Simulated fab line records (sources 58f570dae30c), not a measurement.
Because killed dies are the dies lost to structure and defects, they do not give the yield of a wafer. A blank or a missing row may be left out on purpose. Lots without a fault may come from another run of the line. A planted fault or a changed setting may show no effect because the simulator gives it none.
One fault through the eyes of 2 desks -- flow berkeley-cmos170 -- every desk sees just its own numbers, and what lay behind them comes last

AT THE TOOL OWNER'S DESK: litho-track-02
The tool's own readings at UCB170_V1_COAT_07 (resist thk 900 nm): means of the sampled wafers that have a number, for each lot that ran on this tool. Marked OUT: a lot whose mean sits more than 4 standard deviations from the usual mean, which makes it out of limits; the brackets give that distance.
Columns: A = spin-speed-rpm at UCB170_V1_COAT_07, usual 1500.0 rpm
lot,first seen here,A
L937,day 7 04:37,1499.9
L940,day 7 20:56,1499.6
L943,day 8 11:16,1500.1
L947,day 9 11:49,1500.5
L951,day 10 10:29,1092.9 (-99 or more) OUT
L955,day 10 22:30,1093.6 (-99 or more) OUT
This desk's finding: out of limits on L951, L955; first on L951, day 10 10:29 (spin-speed-rpm at UCB170_V1_COAT_07). In limits: L937, L940, L943, L947.

METROLOGY DESK
Lot by lot, what the gauges showed, no matter which tool ran the lot: averages of those sampled wafers that carry a number. Marked OUT: a lot whose mean sits more than 4 standard deviations from the usual mean, which makes it out of limits; the brackets give that distance.
Columns: A = M1_AL_RS at UCB170_M1_RS_MEAS_01, usual 0.0486 ohm/sq; B = V1_TEOS_THK at UCB170_V1_THK_MEAS_01, usual 2000 nm; C = cd-nm at UCB170_V1_CD_MEAS_12, usual 699.7 nm
lot,first seen here,A,B,C
L937,day 6 19:42,0.0480,1993,699.0
L939,day 6 19:53,0.0492,1974,700.5
L941,day 7 12:13,0.0487,2001,699.9
L940,day 7 13:40,0.0492,1978,699.1
L942,day 8 02:10,0.0484,2001,700.2
L943,day 8 02:10,0.0486,2021,699.1
L945,day 9 03:41,0.0483,2012,698.6
L947,day 9 03:58,0.0496,1990,700.2
L948,day 9 11:50,0.0489,2004,699.4
L952,day 9 18:05,0.0479,1986,701.2
L950,day 9 22:16,0.0481,1985,699.9
L951,day 9 22:45,0.0488,2014,692.3 (-6.2) OUT
L955,day 10 16:24,0.0488,2008,692.9 (-5.7) OUT
L959,day 11 17:02,0.0491,1986,698.9
This desk's finding: out of limits on L951, L955; first on L951, day 10 11:34 (cd-nm at UCB170_V1_CD_MEAS_12). In limits: L937, L939, L941, L940, L942, L943, L945, L947, L948, L952, L950, L959.

TAKEN TOGETHER
On L951, L955, at day 10 10:29, an alarm was possible from the tool owner's desk.
At day 10 11:34 the metrology desk could have sounded an alarm, on L951, L955.
UCB170_V1_COAT_07 was run on litho-track-02 by each of the lots named.

WHAT THE SIMULATOR HAD INSERTED
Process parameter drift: litho-track-02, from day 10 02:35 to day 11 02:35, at UCB170_V1_COAT_07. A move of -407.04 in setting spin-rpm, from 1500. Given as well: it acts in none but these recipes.
Lots struck among those shown: L951, L955.
Fault start to first reading out of limits, in hours, per desk: tool owner, 8; metrology, 9.
